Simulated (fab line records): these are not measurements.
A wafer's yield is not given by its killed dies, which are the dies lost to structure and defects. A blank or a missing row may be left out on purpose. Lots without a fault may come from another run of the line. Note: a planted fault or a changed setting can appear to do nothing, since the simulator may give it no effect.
fab line records	flow berkeley_cmos170	part 1 of 2: steps 1 to 23 of 36
record: lots: 5	wafers: 15	last_day: 13
route steps=331 shown ACTIVE@64 PFIELD@79 FIELD@89 SACOX@97
lots that met no fault: from a run of the same line without faults
start_h: the number of hours between the record's first day and the start of the first shown wafer of the lot	wait_h: how many hours have passed since the lot's step before this one	" repeats the value in the row above	L1.1+2: several wafers, shown together as one row	- no value, or no start was given	* or withheld: withheld	< > ~ a bound
route shown NAME@n: a module of which the file shows steps, and the number in the route of the first	usual: mean/standard deviation of fault-free wafers	same: alike in all rows	chamber/n: place in a boat	sites: the reading at each site	_std_site: the standard deviation of these	_edge_site: mean of outer sites minus mean of inner sites	radius_mm: for every site, how far away it sits from the centre of the wafer	mask NAME#n: copy n	behind: the tool/chamber that last shaped the wafer	hold: why the lot was held/for how many hours/how that ended	device: whichever transistor did not switch (one of n, p or np)	end of line: the route-end tests of the same wafers	a step without rows: its recipe alone	killed: dies lost to structure and defects at the first sort, not the wafer's yield	map: a wafer's dies, x killed, . not, _ none there
set.NAME: the run value of the setting; set.NAME@STEP: its run value at that earlier step	model.NAME: the simulator's own value behind a step, which no gauge read
lots at some steps of the route; a table a step, a row a wafer
services: when a tool's chamber went out of use (start_h, in hours from the record's first day, below 0 if earlier), for how many hours, and the reason
== steps ==
step: UCB170_ACTIVE_ANNEAL_04
recipe: temp_c: 1000	time_s: 900	ambient: N2
usual: zone_power_centre_pct: 44.7/2.7
lot.wafer	tool	chamber	start_h	wait_h	zone_power_centre_pct
L076.2	furnace-04	0	93.52	4.0	43.4
L076.5	"	0	"	"	42.7
L076.6	"	0	"	"	43.4
L086.1	furnace-02	0	147.77	3.4	46.8
L086.3	"	0	"	"	46.8
L086.6	"	0	"	"	47.3
L090.3	furnace-04	0	166.96	4.0	43.1
L090.4	"	0	"	"	43.1
L090.6	"	0	"	"	42.8
L093.1	furnace-04	0	179.31	2.7	43.4
L093.2	"	0	"	"	43.1
L093.3	"	0	"	"	43.1
L096.1	furnace-04	0	201.28	4.7	43.7
L096.2	"	0	"	"	42.8
L096.4	"	0	"	"	43.7
step: UCB170_ACTIVE_CVD_05
recipe: material: Si3N4	target_thk_nm: 220	temp_c: 800	precursor: SiH2Cl2/NH3	time_s: 3300	pressure_mtorr: 200	sih2cl2_flow_sccm: 25	nh3_flow_sccm: 75
usual: zone_power_centre_pct: 38/3.3
lot.wafer	tool	chamber	start_h	wait_h	zone_power_centre_pct
L076.2	lpcvd-02	0	94.77	0.0	37
L076.5	"	0	"	"	36
L076.6	"	0	"	"	37
L086.1	lpcvd-02	0	149.02	0.0	37
L086.3	"	0	"	"	37
L086.6	"	0	"	"	37
L090.3	lpcvd-02	1	168.61	0.4	40
L090.4	"	1	"	"	40
L090.6	"	1	"	"	40
L093.1	lpcvd-02	1	180.56	0.0	41
L093.2	"	1	"	"	40
L093.3	"	1	"	"	41
L096.1	lpcvd-01	0	202.53	0.0	30
L096.2	"	0	"	"	30
L096.4	"	0	"	"	30
step: UCB170_ACTIVE_THK_MEAS_06
recipe: reads: Si3N4_of_ACTIVE_CVD_05
usual: ACTIVE_NITRIDE_THK: 218.5/2.2
lot.wafer	tool	chamber	start_h	wait_h	ACTIVE_NITRIDE_THK[nm]
L076.2	film_metro-02	-	96.69	0.0	217.2
L076.5	"	-	"	"	217.7
L076.6	"	-	"	"	217.0
L086.1	film_metro-01	-	150.93	0.0	217.3
L086.3	"	-	"	"	215.3
L086.6	"	-	"	"	216.9
L090.3	film_metro-02	-	170.55	0.0	219.5
L090.4	"	-	"	"	219.0
L090.6	"	-	"	"	220.0
L093.1	film_metro-03	-	182.48	0.0	221.8
L093.2	"	-	"	"	221.7
L093.3	"	-	"	"	222.1
L096.1	film_metro-03	-	205.41	0.0	221.4
L096.2	"	-	"	"	219.9
L096.4	"	-	"	"	220.0
step: UCB170_ACTIVE_HMDS_07
recipe: prime_time_s: 60	prime_temp_c: 100
usual: chill_plate_temp_C: 23.01/0.097
lot.wafer	tool	chamber	start_h	wait_h	chill_plate_temp_C
L076.2	litho_track-03	0	96.77	0.1	23.04
L076.5	"	0	"	"	23.00
L076.6	"	0	"	"	22.97
L086.1	litho_track-04	0	151.44	0.5	23.16
L086.3	"	0	"	"	22.88
L086.6	"	0	"	"	23.12
L090.3	litho_track-01	0	170.64	0.1	22.96
L090.4	"	0	"	"	22.82
L090.6	"	0	"	"	22.97
L093.1	litho_track-01	0	182.77	0.3	23.07
L093.2	"	0	"	"	23.09
L093.3	"	0	"	"	22.98
L096.1	litho_track-03	0	205.47	0.1	23.10
L096.2	"	0	"	"	23.19
L096.4	"	0	"	"	23.08
step: UCB170_ACTIVE_COAT_08
recipe: resist: KrF	spin_rpm: 1500	resist_thk_nm: 900
usual: chill_plate_temp_C: 23.00/0.11
lot.wafer	tool	chamber	start_h	wait_h	chill_plate_temp_C
L076.2	litho_track-03	0	96.92	0.1	22.85
L076.5	"	0	"	"	23.10
L076.6	"	0	"	"	22.94
L086.1	litho_track-04	0	151.59	0.1	22.86
L086.3	"	0	"	"	22.89
L086.6	"	0	"	"	22.87
L090.3	litho_track-01	0	170.79	0.1	22.97
L090.4	"	0	"	"	23.00
L090.6	"	0	"	"	22.96
L093.1	litho_track-01	0	182.92	0.1	23.04
L093.2	"	0	"	"	23.14
L093.3	"	0	"	"	22.97
L096.1	litho_track-03	0	205.62	0.1	23.04
L096.2	"	0	"	"	23.02
L096.4	"	0	"	"	22.87
step: UCB170_ACTIVE_SOFTBAKE_09
recipe: resist: KrF	temp_c: 130	time_s: 58.59
usual: chill_plate_temp_C: 23.00/0.11	plate_temp_C: 130.01/0.13
lot.wafer	tool	chamber	start_h	wait_h	chill_plate_temp_C	plate_temp_C
L076.2	litho_track-03	0	97.07	0.1	22.92	130.03
L076.5	"	0	"	"	23.04	130.31
L076.6	"	0	"	"	22.97	130.14
L086.1	litho_track-04	0	151.74	0.1	22.76	129.75
L086.3	"	0	"	"	22.83	129.88
L086.6	"	0	"	"	22.68	129.78
L090.3	litho_track-01	0	170.94	0.1	22.95	129.71
L090.4	"	0	"	"	23.07	129.73
L090.6	"	0	"	"	23.00	129.86
L093.1	litho_track-01	0	183.07	0.1	22.82	130.00
L093.2	"	0	"	"	22.96	130.12
L093.3	"	0	"	"	22.97	129.94
L096.1	litho_track-03	0	205.77	0.1	23.03	130.10
L096.2	"	0	"	"	23.05	129.88
L096.4	"	0	"	"	23.08	130.13
step: UCB170_ACTIVE_EXPOSE_10
recipe: mask_id: ACTIVE	target_cd_nm: 1200	na: 0.5	sigma_outer: 0.6	source_shape: conventional	dose_mj: 20
usual: focus_offset_nm: 0.2/0.52
lot.wafer	tool	chamber	start_h	wait_h	mask	focus_offset_nm
L076.2	krf_scanner-02	0	97.21	0.1	ACTIVE#0	0.2
L076.5	"	0	"	"	ACTIVE#0	0.4
L076.6	"	0	"	"	ACTIVE#0	0.3
L086.1	krf_scanner-02	0	152.01	0.3	ACTIVE#0	0.0
L086.3	"	0	"	"	ACTIVE#0	-0.2
L086.6	"	0	"	"	ACTIVE#0	-0.4
L090.3	krf_scanner-02	0	171.08	0.1	ACTIVE#0	-0.4
L090.4	"	0	"	"	ACTIVE#0	-0.2
L090.6	"	0	"	"	ACTIVE#0	0.2
L093.1	krf_scanner-02	0	183.35	0.3	ACTIVE#0	0.6
L093.2	"	0	"	"	ACTIVE#0	0.9
L093.3	"	0	"	"	ACTIVE#0	0.1
L096.1	krf_scanner-01	0	206.05	0.3	ACTIVE#0	0.9
L096.2	"	0	"	"	ACTIVE#0	1.3
L096.4	"	0	"	"	ACTIVE#0	0.3
step: UCB170_ACTIVE_PEB_11
recipe: peb_temp_c: 130	peb_time_s: withheld	resist: KrF
usual: chill_plate_temp_C: 23.00/0.11	plate_temp_C: 130.02/0.14
lot.wafer	tool	chamber	start_h	wait_h	chill_plate_temp_C	plate_temp_C
L076.2	litho_track-01	0	97.33	0.1	22.99	130.13
L076.5	"	0	"	"	22.99	129.85
L076.6	"	0	"	"	23.07	129.92
L086.1	litho_track-04	0	152.13	0.1	23.09	130.09
L086.3	"	0	"	"	23.21	129.87
L086.6	"	0	"	"	23.18	129.92
L090.3	litho_track-04	0	171.20	0.1	22.86	130.12
L090.4	"	0	"	"	22.83	129.97
L090.6	"	0	"	"	22.96	130.20
L093.1	litho_track-03	0	183.50	0.1	23.18	130.10
L093.2	"	0	"	"	23.07	130.09
L093.3	"	0	"	"	23.08	130.12
L096.1	litho_track-04	0	206.47	0.4	22.88	129.98
L096.2	"	0	"	"	23.08	130.08
L096.4	"	0	"	"	22.95	130.00
step: UCB170_ACTIVE_DEVELOP_12
recipe: developer: TMAH	develop_time_s: 45	resist: KrF	dev_temp_c: 21
usual: chill_plate_temp_C: 22.99/0.11
same: develop_time_s: 45
lot.wafer	tool	chamber	start_h	wait_h	chill_plate_temp_C
L076.2	litho_track-01	0	-	-	23.03
L076.5	"	0	"	"	23.08
L076.6	"	0	"	"	23.02
L086.1	litho_track-04	0	-	-	23.00
L086.3	"	0	"	"	22.99
L086.6	"	0	"	"	23.11
L090.3	litho_track-04	0	-	-	22.88
L090.4	"	0	"	"	22.99
L090.6	"	0	"	"	23.09
L093.1	litho_track-03	0	-	-	23.11
L093.2	"	0	"	"	23.09
L093.3	"	0	"	"	23.19
L096.1	litho_track-04	0	-	-	23.04
L096.2	"	0	"	"	22.97
L096.4	"	0	"	"	22.99
step: UCB170_ACTIVE_CD_MEAS_13
recipe: target_cd_nm: 1200
usual: cd_nm: 1200.1/1.4
lot.wafer	tool	chamber	start_h	wait_h	cd_nm
L076.2	cd_sem-02	-	99.60	-	1199.3
L076.5	"	-	"	"	1200.0
L076.6	"	-	"	"	1197.7
L086.1	cd_sem-01	-	152.40	-	1199.9
L086.3	"	-	"	"	1200.3
L086.6	"	-	"	"	1200.0
L090.3	cd_sem-02	-	171.47	-	1199.2
L090.4	"	-	"	"	1199.7
L090.6	"	-	"	"	1200.5
L093.1	cd_sem-01	-	183.77	-	1201.5
L093.2	"	-	"	"	1201.1
L093.3	"	-	"	"	1201.9
L096.1	cd_sem-01	-	206.75	-	1200.3
L096.2	"	-	"	"	1200.0
L096.4	"	-	"	"	1200.7
step: UCB170_ACTIVE_OVL_MEAS_14
usual: ACTIVE_OVL: -2/5.2
lot.wafer	tool	chamber	start_h	wait_h	ACTIVE_OVL[nm]
L076.2	overlay-01	-	99.71	0.1	4
L076.5	"	-	"	"	3
L076.6	"	-	"	"	3
L086.1	overlay-02	-	152.52	0.1	-7
L086.3	"	-	"	"	-7
L086.6	"	-	"	"	-4
L090.3	overlay-01	-	171.56	0.1	6
L090.4	"	-	"	"	4
L090.6	"	-	"	"	0
L093.1	overlay-01	-	183.89	0.1	10
L093.2	"	-	"	"	2
L093.3	"	-	"	"	2
L096.1	overlay-02	-	206.87	0.1	-4
L096.2	"	-	"	"	-10
L096.4	"	-	"	"	-10
step: UCB170_ACTIVE_ETCH_15
recipe: chemistry: CH3F/Ar/O2	target: Si3N4	stop_on: SiO2	CH3F_flow_sccm: 20	Ar_flow_sccm: 50	O2_flow_sccm: 7	pressure_mtorr: 50	rf_w: 450	target_depth_a: 2420	over_etch_frac: 0.1	time_s: 151
usual: drypump_motor_current_A: 5.5/0.52	mfc_ar_sccm: 50.01/0.14	oes_product_au: 0.937/0.014	throttle_valve_pct: 8.06/0.14
same: over_etch_frac: 0.1
lot.wafer	tool	chamber	start_h	wait_h	drypump_motor_current_A	mfc_ar_sccm	oes_product_au	rf_hours_counter_h	throttle_valve_pct
L076.2	rie_diel-01	2	99.74	0.0	6.1	49.93	0.941	60	8.03
L076.5	"	1	"	"	6.6	50.04	0.938	-	8.20
L076.6	"	2	"	"	6.1	50.00	0.942	-	8.03
L086.1	rie_diel-01	1	152.56	0.0	6.5	50.16	0.933	9	8.21
L086.3	"	0	"	"	5.1	50.09	0.945	2	8.01
L086.6	"	2	"	"	6.1	50.19	0.943	-	8.01
L090.3	rie_diel-02	1	171.58	0.0	5.4	49.98	0.943	6	7.84
L090.4	"	3	"	"	4.8	49.68	0.914	89	8.14
L090.6	"	1	"	"	5.4	49.73	0.942	-	7.83
L093.1	rie_diel-02	1	183.93	0.0	5.4	49.89	0.953	7	7.83
L093.2	"	2	"	"	5.9	49.86	0.958	5	7.95
L093.3	"	0	"	"	5.4	49.96	0.926	8	8.16
L096.1	rie_diel-03	1	206.90	0.0	5.1	50.12	0.932	140	7.95
L096.2	"	2	"	"	5.2	49.94	0.939	23	8.14
L096.4	"	0	"	"	4.7	49.99	0.954	62	8.00
step: UCB170_ACTIVE_STRIP_16
recipe: chemistry: O2	power_w: 400	pressure_mtorr: 3500	platen_temp_c: withheld	o2_flow_sccm: 400	overash_fraction: 0.5
usual: drypump_motor_current_A: 5.7/0.63	oes_product_au: 0.721/0.0046	strip_time_to_endpoint_s: 18.06/0.073
lot.wafer	tool	chamber	start_h	wait_h	drypump_motor_current_A	oes_product_au	rf_hours_counter_h	strip_time_to_endpoint_s
L076.2	plasma_asher-01	1	99.84	0.1	5.3	0.721	30	17.96
L076.5	"	0	"	"	6.6	0.719	-	17.98
L076.6	"	1	"	"	5.3	0.729	-	17.89
L086.1	plasma_asher-02	0	152.66	0.1	6.0	0.720	40	17.99
L086.3	"	1	"	"	4.7	0.719	-	18.07
L086.6	"	1	"	"	4.6	0.728	-	17.97
L090.3	plasma_asher-01	0	171.72	0.1	6.5	0.714	-	18.18
L090.4	"	1	"	"	5.3	0.721	-	18.16
L090.6	"	0	"	"	6.6	0.719	-	18.20
L093.1	plasma_asher-01	0	184.03	0.1	6.6	0.720	40	18.06
L093.2	"	1	"	"	5.4	0.720	40	18.08
L093.3	"	0	"	"	6.6	0.721	-	18.04
L096.1	plasma_asher-02	1	207.00	0.1	4.6	0.723	46	18.05
L096.2	"	0	"	"	6.1	0.709	46	17.98
L096.4	"	0	"	"	6.0	0.714	-	18.07
step: UCB170_ACTIVE_CD_MEAS_90
recipe: target_cd_nm: 1200
usual: cd_nm: 1200.1/1.4
lot.wafer	tool	chamber	start_h	wait_h	cd_nm
L076.2	cd_sem-02	-	100.80	0.9	1199.5
L076.5	"	-	"	"	1200.2
L076.6	"	-	"	"	1197.9
L086.1	cd_sem-02	-	152.76	0.1	1200.1
L086.3	"	-	"	"	1200.4
L086.6	"	-	"	"	1199.6
L090.3	cd_sem-02	-	171.82	0.1	1199.3
L090.4	"	-	"	"	1199.8
L090.6	"	-	"	"	1200.3
L093.1	cd_sem-02	-	184.13	0.1	1201.8
L093.2	"	-	"	"	1201.4
L093.3	"	-	"	"	1201.4
L096.1	cd_sem-02	-	207.14	0.1	1200.1
L096.2	"	-	"	"	1200.0
L096.4	"	-	"	"	1201.0
step: UCB170_ACTIVE_CLEAN_17
recipe: chemistry: SPM	temp_c: 120	time_s: 600
lot.wafer	tool	chamber	start_h	wait_h
L076.2+5+6	wet_bench-01	0	100.90	0.1
L086.1+3+6	wet_bench-02	3	153.36	0.6
L090.3+4+6	wet_bench-01	3	172.99	1.1
L093.1+2+3	wet_bench-02	3	184.25	0.1
L096.1+2+4	wet_bench-01	2	207.26	0.1
step: UCB170_PFIELD_HMDS_00
recipe: prime_time_s: 60	prime_temp_c: 100
usual: chill_plate_temp_C: 23.01/0.1
lot.wafer	tool	chamber	start_h	wait_h	chill_plate_temp_C
L076.2	litho_track-02	0	101.11	0.0	22.99
L076.5	"	0	"	"	23.08
L076.6	"	0	"	"	23.08
L086.1	litho_track-04	0	153.72	0.2	23.04
L086.3	"	0	"	"	23.06
L086.6	"	0	"	"	23.03
L090.3	litho_track-01	0	173.22	0.1	23.11
L090.4	"	0	"	"	23.02
L090.6	"	0	"	"	22.98
L093.1	litho_track-04	0	184.43	0.0	23.17
L093.2	"	0	"	"	23.05
L093.3	"	0	"	"	23.02
L096.1	litho_track-01	0	208.06	0.6	22.74
L096.2	"	0	"	"	22.86
L096.4	"	0	"	"	22.88
step: UCB170_PFIELD_COAT_01
recipe: resist: KrF	spin_rpm: 1500	resist_thk_nm: 900
usual: chill_plate_temp_C: 22.97/0.11
lot.wafer	tool	chamber	start_h	wait_h	chill_plate_temp_C
L076.2	litho_track-02	0	101.26	0.1	22.93
L076.5	"	0	"	"	22.89
L076.6	"	0	"	"	22.98
L086.1	litho_track-04	0	153.87	0.1	22.63
L086.3	"	0	"	"	22.72
L086.6	"	0	"	"	23.01
L090.3	litho_track-01	0	173.37	0.1	23.08
L090.4	"	0	"	"	23.08
L090.6	"	0	"	"	23.00
L093.1	litho_track-04	0	184.58	0.1	22.93
L093.2	"	0	"	"	22.94
L093.3	"	0	"	"	22.87
L096.1	litho_track-01	0	208.21	0.1	23.00
L096.2	"	0	"	"	22.97
L096.4	"	0	"	"	23.02
step: UCB170_PFIELD_SOFTBAKE_02
recipe: resist: KrF	temp_c: 130	time_s: 60
usual: chill_plate_temp_C: 22.98/0.1	plate_temp_C: 130.04/0.13
lot.wafer	tool	chamber	start_h	wait_h	chill_plate_temp_C	plate_temp_C
L076.2	litho_track-02	0	101.41	0.1	23.11	130.18
L076.5	"	0	"	"	22.96	130.13
L076.6	"	0	"	"	22.98	130.13
L086.1	litho_track-04	0	154.02	0.1	23.14	129.92
L086.3	"	0	"	"	23.00	129.93
L086.6	"	0	"	"	22.92	130.05
L090.3	litho_track-01	0	173.52	0.1	22.86	129.93
L090.4	"	0	"	"	22.99	129.88
L090.6	"	0	"	"	22.87	130.07
L093.1	litho_track-04	0	184.73	0.1	22.99	130.03
L093.2	"	0	"	"	23.01	130.16
L093.3	"	0	"	"	23.05	130.20
L096.1	litho_track-01	0	208.36	0.1	23.03	130.01
L096.2	"	0	"	"	22.93	130.22
L096.4	"	0	"	"	22.92	130.25
step: UCB170_PFIELD_EXPOSE_03
recipe: mask_id: PFIELD	na: 0.5	sigma_outer: 0.6	source_shape: conventional	target_cd_nm: 1500	dose_mj: 30
usual: focus_offset_nm: 0.0/0.5
lot.wafer	tool	chamber	start_h	wait_h	mask	focus_offset_nm
L076.2	krf_scanner-01	0	101.68	0.2	PFIELD#0	-0.6
L076.5	"	0	"	"	PFIELD#0	0.4
L076.6	"	0	"	"	PFIELD#0	0.5
L086.1	krf_scanner-02	0	154.22	0.2	PFIELD#0	-0.3
L086.3	"	0	"	"	PFIELD#0	0.0
L086.6	"	0	"	"	PFIELD#0	-1.1
L090.3	krf_scanner-01	0	-	-	PFIELD#0	-0.2
L090.4	"	0	"	"	PFIELD#0	0.4
L090.6	"	0	"	"	PFIELD#0	0.0
L093.1	krf_scanner-01	0	185.00	0.2	PFIELD#0	0.2
L093.2	"	0	"	"	PFIELD#0	0.0
L093.3	"	0	"	"	PFIELD#0	-0.1
L096.1	krf_scanner-02	0	208.51	0.1	PFIELD#0	0.0
L096.2	"	0	"	"	PFIELD#0	0.3
L096.4	"	0	"	"	PFIELD#0	0.6
step: UCB170_PFIELD_PEB_04
recipe: peb_temp_c: 130	peb_time_s: withheld	resist: KrF
usual: chill_plate_temp_C: 23.01/0.11	plate_temp_C: 130.02/0.14
lot.wafer	tool	chamber	start_h	wait_h	chill_plate_temp_C	plate_temp_C
L076.2	litho_track-01	0	101.88	0.2	23.03	129.82
L076.5	"	0	"	"	22.96	130.09
L076.6	"	0	"	"	22.87	130.21
L086.1	litho_track-02	0	154.33	0.1	22.86	129.93
L086.3	"	0	"	"	23.04	129.76
L086.6	"	0	"	"	22.90	129.70
L090.3	litho_track-01	0	-	-	22.84	130.08
L090.4	"	0	"	"	22.91	129.87
L090.6	"	0	"	"	23.14	129.92
L093.1	litho_track-04	0	185.33	0.3	23.00	130.19
L093.2	"	0	"	"	23.07	130.18
L093.3	"	0	"	"	23.19	130.26
L096.1	litho_track-02	0	209.24	0.7	23.15	129.92
L096.2	"	0	"	"	23.23	129.76
L096.4	"	0	"	"	23.09	129.92
step: UCB170_PFIELD_DEVELOP_05
recipe: developer: TMAH	develop_time_s: 45	resist: KrF	dev_temp_c: 21
usual: chill_plate_temp_C: 23.01/0.11
same: develop_time_s: 45
lot.wafer	tool	chamber	start_h	wait_h	chill_plate_temp_C
L076.2	litho_track-01	0	-	-	23.17
L076.5	"	0	"	"	23.19
L076.6	"	0	"	"	23.02
L086.1	litho_track-02	0	-	-	23.03
L086.3	"	0	"	"	22.94
L086.6	"	0	"	"	23.07
L090.3	litho_track-01	0	-	-	22.95
L090.4	"	0	"	"	23.00
L090.6	"	0	"	"	23.02
L093.1	litho_track-04	0	-	-	23.00
L093.2	"	0	"	"	23.06
L093.3	"	0	"	"	22.96
L096.1	litho_track-02	0	-	-	23.01
L096.2	"	0	"	"	22.91
L096.4	"	0	"	"	23.00
step: UCB170_PFIELD_OVL_MEAS_06
usual: PFIELD_OVL: -1/5.4
lot.wafer	tool	chamber	start_h	wait_h	PFIELD_OVL[nm]
L076.2	overlay-01	-	102.14	-	-2
L076.5	"	-	"	"	-1
L076.6	"	-	"	"	-4
L086.1	overlay-02	-	154.61	-	0
L086.3	"	-	"	"	-10
L086.6	"	-	"	"	3
L090.3	overlay-02	-	175.25	-	-7
L090.4	"	-	"	"	-3
L090.6	"	-	"	"	-5
L093.1	overlay-01	-	185.60	-	4
L093.2	"	-	"	"	-7
L093.3	"	-	"	"	-1
L096.1	overlay-02	-	209.51	-	5
L096.2	"	-	"	"	-1
L096.4	"	-	"	"	6
step: UCB170_PFIELD_IMPLANT_07
recipe: species: B	dose_cm2: 2e+13	energy_kev: 80	tilt_deg: 7
usual: beam_energy_keV: 79.998/0.023
lot.wafer	tool	chamber	start_h	wait_h	beam_energy_keV
L076.2	implanter-02	0	102.19	0.0	79.997
L076.5	"	0	"	"	80.000
L076.6	"	0	"	"	79.977
L086.1	implanter-02	0	154.65	0.0	80.002
L086.3	"	0	"	"	79.996
L086.6	"	0	"	"	80.024
L090.3	implanter-02	0	175.33	0.1	80.014
L090.4	"	0	"	"	79.985
L090.6	"	0	"	"	79.979
L093.1	implanter-04	0	185.64	0.0	80.032
L093.2	"	0	"	"	80.016
L093.3	"	0	"	"	79.987
L096.1	implanter-02	0	209.55	0.0	79.996
L096.2	"	0	"	"	79.985
L096.4	"	0	"	"	79.991
